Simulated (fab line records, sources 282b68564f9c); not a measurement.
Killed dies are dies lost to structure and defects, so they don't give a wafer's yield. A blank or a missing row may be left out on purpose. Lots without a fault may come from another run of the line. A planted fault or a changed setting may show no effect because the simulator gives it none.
Problem report in the 8D (eight disciplines) form, filled by code | flow rit_cmos | the parts of the form that need people (team, actions taken, sign-off) are left out

1. THE PROBLEM
oes_product_au at RIT_GATE_ETCH_19 reads a mean of 0.814 a.u. on 1 wafer of 1 lot; wafers without a fault read 0.858 a.u. with a standard deviation of 0.011. That is -4.0 standard deviations from the usual mean.
The step: etches poly-Si in SF6/CHF3/O2, stops on SiO2, time 165 s, target depth 312.5 nm.
First seen on wafer L749.3, day 4 23:19, on rie_si-02. The record holds 39 wafers of 13 lots with a number at this step. Rule for "out", or "out of limits": more than 4 standard deviations from the usual mean. The other wafers with a number count as sound.

2. WHAT IT IS AND WHAT IT IS NOT
question                    | is               | is not
which readings at this step | oes_product_au   | drypump_motor_current_A, throttle_valve_pct
which lots                  | L749             | L738, L740, L741, L742, L743, L744, L745, L750, L754, L756, L758, L760
which wafers of those lots  | L749.3           | L749.1, L749.6
read on which tools         | rie_si-02        | rie_si-01
when                        | from day 4 23:19 | up to then (23 sound wafers); but 15 sound wafers of L750, L754, L756, L758, L760 came after

3. SUSPECTS, AND WHAT RULES EACH OUT
Counting: a tool at a process step up to the reading stays a suspect if it ran every lot that is out. Sound lots after the first of them don't rule it out here, since some wafers of a struck lot are sound.
- rie_si-02 at RIT_GATE_ETCH_19 (etches poly-Si in SF6/CHF3/O2, stops on SiO2, time 165 s, target depth 312.5 nm): kept. It ran the lot that is out, L749 (day 4 23:19); its last sound lot up to then is L745 (day 4 05:15). Its own readings are out on those wafers: oes_product_au.
- Within rie_si-02 at RIT_GATE_ETCH_19: the wafers that are out ran in chamber 2; their sound lot-mates ran in chambers 0, 3.
Left after counting: rie_si-02 at RIT_GATE_ETCH_19.

4. THE CAUSE (what the simulator had put in)
Process parameter drift: rie_si-02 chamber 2, from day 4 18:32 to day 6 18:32, at RIT_GATE_ETCH_19. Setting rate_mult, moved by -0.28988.
Counting left only this tool.

5. THE CHAIN OF EFFECTS, in route order
Each row: a reading whose mean over the struck wafers that have a number lies more than 3 standard deviations from the usual. Only readings for which the record gives a usual standard deviation are gone through. hours: the time from each lot's start at the first step in this table that gives one to its start at this step, as a median over the lots. sigmas: the change in usual standard deviations.
hours | step             | reading             | usual      | on struck wafers | change | sigmas
0     | RIT_GATE_ETCH_19 | oes_product_au      | 0.858 a.u. | 0.814            | -0.044 | -4.0
20    | RIT_M1_PROBE_99  | killed_at_front_end | 6.9        | 264.0            | +257.1 | +92
20    | RIT_M1_PROBE_99  | killed_dies         | 7.0        | 264.0            | +257.0 | +92
20    | RIT_M1_PROBE_99  | killed_on_rim       | 1.8        | 70.0             | +68.2  | +52
The process steps in it:
- RIT_GATE_ETCH_19: etches poly-Si in SF6/CHF3/O2, stops on SiO2, time 165 s, target depth 312.5 nm.
- RIT_M1_PROBE_99

6. WHAT WOULD HAVE CAUGHT IT SOONER
In this record the first reading out of limits was taken at day 4 23:19, 5 hours after the fault began at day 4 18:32.
